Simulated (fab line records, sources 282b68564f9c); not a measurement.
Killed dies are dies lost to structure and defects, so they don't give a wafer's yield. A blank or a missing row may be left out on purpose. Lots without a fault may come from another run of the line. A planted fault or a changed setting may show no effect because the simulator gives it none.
fab line records | flow rit_cmos
record lots=7 wafers=21 last_day=6
route steps=202 shown NSD@138 PSD@142
lots that met no fault: from a run of the same line without faults
start_h: hours from the record's first day to the start of the lot's first wafer shown | wait_h: hours since the lot's step before | " the same as in the row above | L1.1+2: a row that stands for several wafers | - no value, or no start given | * or withheld: withheld | < > ~ a bound
route shown NAME@n: a module of which the file shows steps, and the number in the route of the first | usual: mean/standard deviation of fault-free wafers | same: alike in all rows | chamber/n: place in a boat | sites: the reading at each site | _std_site: their standard deviation | _edge_site: outer sites' mean less inner sites' | radius_mm: how far each site lies from the wafer's centre | mask NAME#n: copy n | behind: the tool/chamber that last shaped the wafer | hold: why the lot was held/for how many hours/how that ended | device: the transistor (n, p or np) that didn't switch | end of line: the same wafers' tests at the end of the route | a step without rows: its recipe alone | killed: dies lost to structure and defects at the first sort, not the wafer's yield | map: a wafer's dies, x killed, . not, _ none there
set.NAME: the setting as run; set.NAME@STEP: as run at that earlier step | model.NAME: the simulator's own value behind a step, which no gauge read
lots at some steps of the route; a table a step, a row a wafer
services: from which hour (start_h, from the record's first day; less than 0 if before it) a tool's chamber was out of use, for how many hours, and why
## steps
# step RIT_NSD_HARDBAKE_07
# recipe resist=NOVOLAK temp_c=140 time_s=60
# step RIT_NSD_IMPLANT_08
# recipe species=P energy_kev=25 dose_cm2=1e+15 tilt_deg=7
# step RIT_NSD_STRIP_09
# recipe chemistry=O2 time_s=180 resist=NOVOLAK platen_temp_c=withheld power_w=500 pressure_mtorr=4000 o2_flow_sccm=4000
# usual drypump_motor_current_A=6.1/0.43
# columns lot.wafer tool chamber start_h wait_h drypump_motor_current_A rf_hours_counter_h
L594.1 plasma_asher-02 1 57.32 0.1 5.5 26
L594.5 " 1 " " 5.5 -
L594.6 " 0 " " 6.4 -
L600.2 plasma_asher-03 1 83.95 0.1 5.6 44
L600.4 " 1 " " 5.6 -
L600.6 " 0 " " 6.3 -
L601.4 plasma_asher-01 1 88.96 0.1 6.4 -
L601.5 " 1 " " 6.4 -
L601.6 " 0 " " 6.6 -
L602.1 plasma_asher-02 1 93.88 0.1 5.5 30
L602.4 " 0 " " 6.4 -
L602.5 " 1 " " 5.5 -
L605.4 plasma_asher-02 0 108.17 0.1 6.4 -
L605.5 " 0 " " 6.4 -
L605.6 " 1 " " 5.5 -
L610.1 plasma_asher-01 0 132.23 0.1 6.6 49
L610.3 " 1 " " 6.4 -
L610.6 " 0 " " 6.6 -
L611.2 plasma_asher-03 1 136.78 0.1 5.6 2
L611.4 " 1 " " 5.6 -
L611.5 " 1 " " 5.6 -
# step RIT_NSD_TW_MEAS_10
# usual NSD_TW=3121/21
# columns lot.wafer tool chamber start_h wait_h NSD_TW
L594.1 film_metro-02 - 57.49 0.1 3108
L594.5 " - " " 3128
L594.6 " - " " 3118
L600.2 film_metro-02 - 84.14 0.1 3148
L600.4 " - " " 3160
L600.6 " - " " 3138
L601.4 film_metro-03 - 89.11 0.1 3111
L601.5 " - " " 3116
L601.6 " - " " 3107
L602.1 film_metro-02 - 94.05 0.1 3156
L602.4 " - " " 3129
L602.5 " - " " 3158
L605.4 film_metro-03 - 108.31 0.1 3136
L605.5 " - " " 3115
L605.6 " - " " 3129
L610.1 film_metro-02 - 132.40 0.1 3132
L610.3 " - " " 3145
L610.6 " - " " 3147
L611.2 film_metro-03 - 136.97 0.1 3151
L611.4 " - " " 3145
L611.5 " - " " 3166
# step RIT_PSD_HMDS_00
# recipe prime_time_s=60 prime_temp_c=140
# step RIT_PSD_COAT_01
# recipe resist=NOVOLAK spin_rpm=3250 resist_thk_nm=1000
# step RIT_PSD_SOFTBAKE_02
# recipe resist=NOVOLAK temp_c=90 time_s=60
# step RIT_PSD_EXPOSE_03
# recipe mask_id=M10 na=0.57 target_cd_nm=40900 dose_mj=250
# step RIT_PSD_PEB_04
# recipe resist=NOVOLAK temp_c=withheld time_s=withheld
# step RIT_PSD_DEVELOP_05
# recipe resist=NOVOLAK develop_time_s=50 dev_temp_c=23
# step RIT_PSD_OVL_MEAS_06
# usual PSD_OVL=0.1/1.6
# columns lot.wafer tool chamber start_h wait_h PSD_OVL[nm]
L594.1 overlay-02 - 58.40 - -3.5
L594.5 " - " " -3.1
L594.6 " - " " -3.0
L600.2 overlay-01 - 85.04 - 1.5
L600.4 " - " " 0.9
L600.6 " - " " 3.2
L601.4 overlay-02 - 90.13 - -1.7
L601.5 " - " " 0.2
L601.6 " - " " -0.1
L602.1 overlay-01 - 95.09 - 1.0
L602.4 " - " " 1.5
L602.5 " - " " 0.5
L605.4 overlay-02 - 109.34 - -0.2
L605.5 " - " " 0.2
L605.6 " - " " -1.4
L610.1 overlay-02 - 133.44 - -1.7
L610.3 " - " " 0.2
L610.6 " - " " -0.4
L611.2 overlay-01 - 137.98 - 2.1
L611.4 " - " " 3.6
L611.5 " - " " 1.5
# step RIT_PSD_HARDBAKE_07
# recipe resist=NOVOLAK temp_c=140 time_s=60
# step RIT_PSD_IMPLANT_08
# recipe species=BF2 energy_kev=26.48 dose_cm2=5e+15 tilt_deg=7
# usual beam_energy_keV=26.480/0.0086 beam_on_s=11.4/0.99
# columns lot.wafer tool chamber start_h wait_h beam_energy_keV beam_on_s
L594.1 implanter-03 0 58.59 0.1 26.481 10.5
L594.5 " 0 " " 26.499 10.6
L594.6 " 0 " " 26.484 10.5
L600.2 implanter-03 - 85.25 0.1 - -
L600.4 " - " " - -
L600.6 " - " " - -
L601.4 implanter-04 - 90.38 0.1 - -
L601.5 " - " " - -
L601.6 " - " " - -
L602.1 implanter-04 - 95.27 0.1 - -
L602.4 " - " " - -
L602.5 " - " " - -
L605.4 implanter-03 0 109.58 0.1 26.467 10.7
L605.5 " 0 " " 26.474 10.3
L605.6 " 0 " " 26.469 10.7
L610.1 implanter-04 0 133.62 0.1 26.456 10.6
L610.3 " 0 " " 26.477 10.9
L610.6 " 0 " " 26.480 10.4
L611.2 implanter-01 0 138.19 0.1 26.475 12.8
L611.4 " 0 " " 26.476 13.1
L611.5 " 0 " " 26.489 12.8
# step RIT_PSD_STRIP_09
# recipe chemistry=O2 time_s=180 resist=NOVOLAK platen_temp_c=withheld power_w=500 pressure_mtorr=4000 o2_flow_sccm=4000
# usual drypump_motor_current_A=5.9/0.47
# columns lot.wafer tool chamber start_h wait_h drypump_motor_current_A rf_hours_counter_h
L594.1 plasma_asher-02 1 58.74 0.1 5.6 26
L594.5 " 1 " " 5.6 -
L594.6 " 0 " " 6.4 -
L600.2 plasma_asher-04 0 85.37 0.1 5.7 44
L600.4 " 1 " " 5.4 -
L600.6 " 1 " " 5.4 -
L601.4 plasma_asher-04 0 90.51 0.1 5.8 -
L601.5 " 0 " " 5.8 -
L601.6 " 1 " " 5.4 -
L602.1 plasma_asher-01 1 95.42 0.1 6.4 44
L602.4 " 1 " " 6.4 -
L602.5 " 1 " " 6.4 -
L605.4 plasma_asher-01 1 109.71 0.1 6.4 -
L605.5 " 1 " " 6.4 -
L605.6 " 0 " " 6.6 -
L610.1 plasma_asher-02 1 133.77 0.1 5.6 33
L610.3 " 1 " " 5.5 -
L610.6 " 0 " " 6.4 -
L611.2 plasma_asher-01 0 138.31 0.1 6.6 50
L611.4 " 0 " " 6.6 -
L611.5 " 1 " " 6.4 -
# step RIT_PSD_TW_MEAS_10
# usual PSD_TW=3408/28
# columns lot.wafer tool chamber start_h wait_h hold PSD_TW
L594.1 film_metro-02 - 58.91 0.1 - 3432
L594.5 " - " " - 3410
L594.6 " - " " - 3435
L600.2 film_metro-01 - 85.56 0.1 await_dispo/0.2h/release 30
L600.4 " - " " await_dispo/0.2h/release 30
L600.6 " - " " await_dispo/0.2h/release 30
L600.2 film_metro-01 - 85.78 0.2 - 30
L600.4 " - " " - 29
L600.6 " - " " - 30
L601.4 film_metro-01 - 90.66 0.1 await_dispo/0.2h/release 29
L601.5 " - " " await_dispo/0.2h/release 30
L601.6 " - " " await_dispo/0.2h/release 30
L601.4 film_metro-01 - 90.88 0.2 - 30
L601.5 " - " " - 30
L601.6 " - " " - 30
L602.1 film_metro-03 - 95.60 0.1 await_dispo/0.2h/release 30
L602.4 " - " " await_dispo/0.2h/release 30
L602.5 " - " " await_dispo/0.2h/release 30
L602.1 film_metro-03 - 95.82 0.2 - 30
L602.4 " - " " - 30
L602.5 " - " " - 30
L605.4 film_metro-03 - 109.86 0.1 - 3405
L605.5 " - " " - 3410
L605.6 " - " " - 3439
L610.1 film_metro-02 - 133.95 0.1 - 3428
L610.3 " - " " - 3406
L610.6 " - " " - 3428
L611.2 film_metro-02 - 138.50 0.1 - 3432
L611.4 " - " " - 3434
L611.5 " - " " - 3418
## services
# columns tool chamber start_h hours kind
implanter-03 - 41.96 3.9 repair
plasma_asher-01 - 46.11 1.4 repair
plasma_asher-03 - 52.92 0.6 repair
implanter-04 - 59.06 3.9 repair
plasma_asher-01 - 76.21 2.8 pm
plasma_asher-03 - 108.80 9.0 pm
plasma_asher-03 0 108.80 9.0 vent_cycle
plasma_asher-03 1 108.80 9.0 vent_cycle
plasma_asher-02 - 110.74 10.5 repair
plasma_asher-03 0 117.80 - clean
plasma_asher-03 1 117.80 - clean
plasma_asher-04 - 125.93 8.0 repair
implanter-04 - 134.54 4.7 repair
implanter-03 - 136.27 1.2 repair
## key
first_sign step=RIT_PSD_IMPLANT_08 reading=tool_record direction=missing
effect step=RIT_PSD_TW_MEAS_10 reading=visit direction=added
effect step=RIT_PSD_TW_MEAS_10 reading=PSD_TW direction=down sigmas=99+ usual=3408 struck=30
met_at RIT_PSD_IMPLANT_08
struck_wafers L600.2,L600.4,L600.6,L601.4,L601.5,L601.6,L602.1,L602.4,L602.5
later_rows_left_out L600.2,L600.4,L600.6,L601.4,L601.5,L601.6,L602.1,L602.4,L602.5
sort_left_out L600.2,L600.4,L600.6,L601.4,L601.5,L601.6,L602.1,L602.4,L602.5
tester_left_out L600,L601,L602
onset_between 58.59 85.25
fault kind=skipped_step_whole tool=implanter-03,implanter-04 chamber=- onset_h=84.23 steps=RIT_PSD_IMPLANT_08 scope=struck_lots_only
# tester_left_out: of these lots the tester's yield and bins aren't shown, on N5 and GAA mostly nor the transistor test; their killed dies are dies lost to structure and defects alone, not to doping, threshold or leakage, so they don't give the yield
# sort_left_out: the simulated sort isn't trusted on such a fault, so these wafers' sort isn't shown, and their yield isn't known
# later_rows_left_out: the simulator's readings of these wafers behind a module that went badly wrong aren't trusted and aren't shown, but for the sort
